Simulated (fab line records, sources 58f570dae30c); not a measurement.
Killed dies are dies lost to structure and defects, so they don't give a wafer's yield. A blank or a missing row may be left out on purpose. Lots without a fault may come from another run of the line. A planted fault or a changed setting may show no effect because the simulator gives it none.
Tool commonality check | flow berkeley_cmos170 | 13 lots, 39 wafers sampled

WHY IT WAS OPENED
At UCB170_PWELL_THK_MEAS_06 the reading PWELL_NITRIDE_THK is flagged on 1 of 13 lots. Wafers without a fault read 221.3 nm, standard deviation 2.
Rule: a lot is flagged when every wafer of it that has a number lies more than 4 standard deviations from that mean, or none has a number. The other lots count as sound.

lot  | measured    | on            | PWELL_NITRIDE_THK (nm), wafer by wafer | flag
L107 | day 3 14:54 | film_metro-02 | 221.0 221.6 221.6                      |
L106 | day 3 14:55 | film_metro-01 | 226.1 224.1 224.3                      |
L108 | day 4 00:21 | film_metro-02 | 219.5 220.1 220.0                      |
L110 | day 4 10:08 | film_metro-03 | 220.8 221.2 220.0                      |
L111 | day 4 10:09 | film_metro-01 | 225.9 224.9 224.7                      |
L113 | day 4 19:10 | film_metro-01 | 222.4 224.0 223.3                      |
L117 | day 5 14:59 | film_metro-01 | 223.0 223.1 223.8                      |
L118 | day 6 05:58 | film_metro-03 | 395.1 394.1 397.4                      | FLAGGED
L121 | day 6 23:52 | film_metro-02 | 222.0 221.2 221.8                      |
L122 | day 7 07:40 | film_metro-01 | 218.4 219.4 219.7                      |
L123 | day 7 07:40 | film_metro-03 | 221.5 218.8 218.3                      |
L124 | day 7 16:12 | film_metro-03 | 219.6 221.9 219.1                      |
L128 | day 8 09:02 | film_metro-01 | 223.9 224.1 222.4                      |
The numbers of the flagged lots are 395.5 nm on average: +174.2 nm against the usual, or +87 standard deviations.

WHICH TOOL RAN EACH LOT
The record holds 2 process steps before the reading, out of a route of 331 steps. In each cell: the tool, then ch and the chambers that the sampled wafers went through, then the start.
lot  | flag    | UCB170_NWELL_STRIP_15               | UCB170_PWELL_CVD_05
L107 |         | plasma_asher-03 ch 0,1, day 2 21:38 | lpcvd-01 ch 1, day 3 12:59
L106 |         | plasma_asher-02 ch 0,1, day 2 21:56 | lpcvd-01 ch 1, day 3 12:59
L108 |         | plasma_asher-03 ch 0,1, day 3 06:00 | lpcvd-02 ch 0, day 3 21:27
L110 |         | plasma_asher-02 ch 0,1, day 3 14:35 | lpcvd-02 ch 0, day 4 07:15
L111 |         | plasma_asher-04 ch 0,1, day 3 14:23 | lpcvd-02 ch 0, day 4 07:15
L113 |         | plasma_asher-03 ch 0,1, day 4 01:19 | lpcvd-01 ch 0, day 4 17:14
L117 |         | plasma_asher-03 ch 0,1, day 4 17:59 | lpcvd-02 ch 0, day 5 13:04
L118 | FLAGGED | plasma_asher-04 ch 0,1, day 5 04:29 | lpcvd-02 ch 1, day 6 04:02
L121 |         | plasma_asher-03 ch 0,1, day 6 03:13 | lpcvd-01 ch 0, day 6 21:56
L122 |         | plasma_asher-04 ch 0,1, day 6 11:56 | lpcvd-01 ch 0, day 7 05:44
L123 |         | plasma_asher-02 ch 0,1, day 6 12:11 | lpcvd-01 ch 1, day 7 05:44
L124 |         | plasma_asher-03 ch 0, day 6 21:08   | lpcvd-02 ch 0, day 7 14:17
L128 |         | plasma_asher-04 ch 0,1, day 7 10:30 | lpcvd-01 ch 0, day 8 07:07
What these steps do:
- UCB170_NWELL_STRIP_15: strips in O2.
- UCB170_PWELL_CVD_05: deposits Si3N4 from SiH2Cl2/NH3, target thk 220 nm, time 3300 s.
- UCB170_PWELL_THK_MEAS_06

FLAGGED OVER TOTAL, TOOL BY TOOL (the gauges that took the reading come last)
step                     | tool            | lots run | flagged | share of the flagged lots | sound lots run after its first flagged lot
UCB170_NWELL_STRIP_15    | plasma_asher-02 | 3        | 0       | none                      | -
UCB170_NWELL_STRIP_15    | plasma_asher-03 | 6        | 0       | none                      | -
UCB170_NWELL_STRIP_15    | plasma_asher-04 | 4        | 1       | all                       | 2 (L122,L128)
UCB170_PWELL_CVD_05      | lpcvd-01        | 7        | 0       | none                      | -
UCB170_PWELL_CVD_05      | lpcvd-02        | 6        | 1       | all                       | 1 (L124)
UCB170_PWELL_THK_MEAS_06 | film_metro-01   | 6        | 0       | none                      | -
UCB170_PWELL_THK_MEAS_06 | film_metro-02   | 3        | 0       | none                      | -
UCB170_PWELL_THK_MEAS_06 | film_metro-03   | 4        | 1       | all                       | 2 (L123,L124)

WHAT THE TABLE ALLOWS
3 rows of the table ran every flagged lot: plasma_asher-04 at UCB170_NWELL_STRIP_15, lpcvd-02 at UCB170_PWELL_CVD_05, film_metro-03 at UCB170_PWELL_THK_MEAS_06.
- plasma_asher-04 at UCB170_NWELL_STRIP_15: 1 of its 4 lots flagged. Sound lots ran on it after the first flagged one (L122, L128), which a lasting fault on the whole tool wouldn't allow.
- lpcvd-02 at UCB170_PWELL_CVD_05: 1 of its 6 lots flagged. Sound lots ran on it after the first flagged one (L124), which a lasting fault on the whole tool wouldn't allow.
- film_metro-03 at UCB170_PWELL_THK_MEAS_06: 1 of its 4 lots flagged. Sound lots ran on it after the first flagged one (L123, L124), which a lasting fault on the whole tool wouldn't allow.
No row of the table ran every flagged lot and no sound lot after the first.

WHAT THE SIMULATOR HAD PUT IN
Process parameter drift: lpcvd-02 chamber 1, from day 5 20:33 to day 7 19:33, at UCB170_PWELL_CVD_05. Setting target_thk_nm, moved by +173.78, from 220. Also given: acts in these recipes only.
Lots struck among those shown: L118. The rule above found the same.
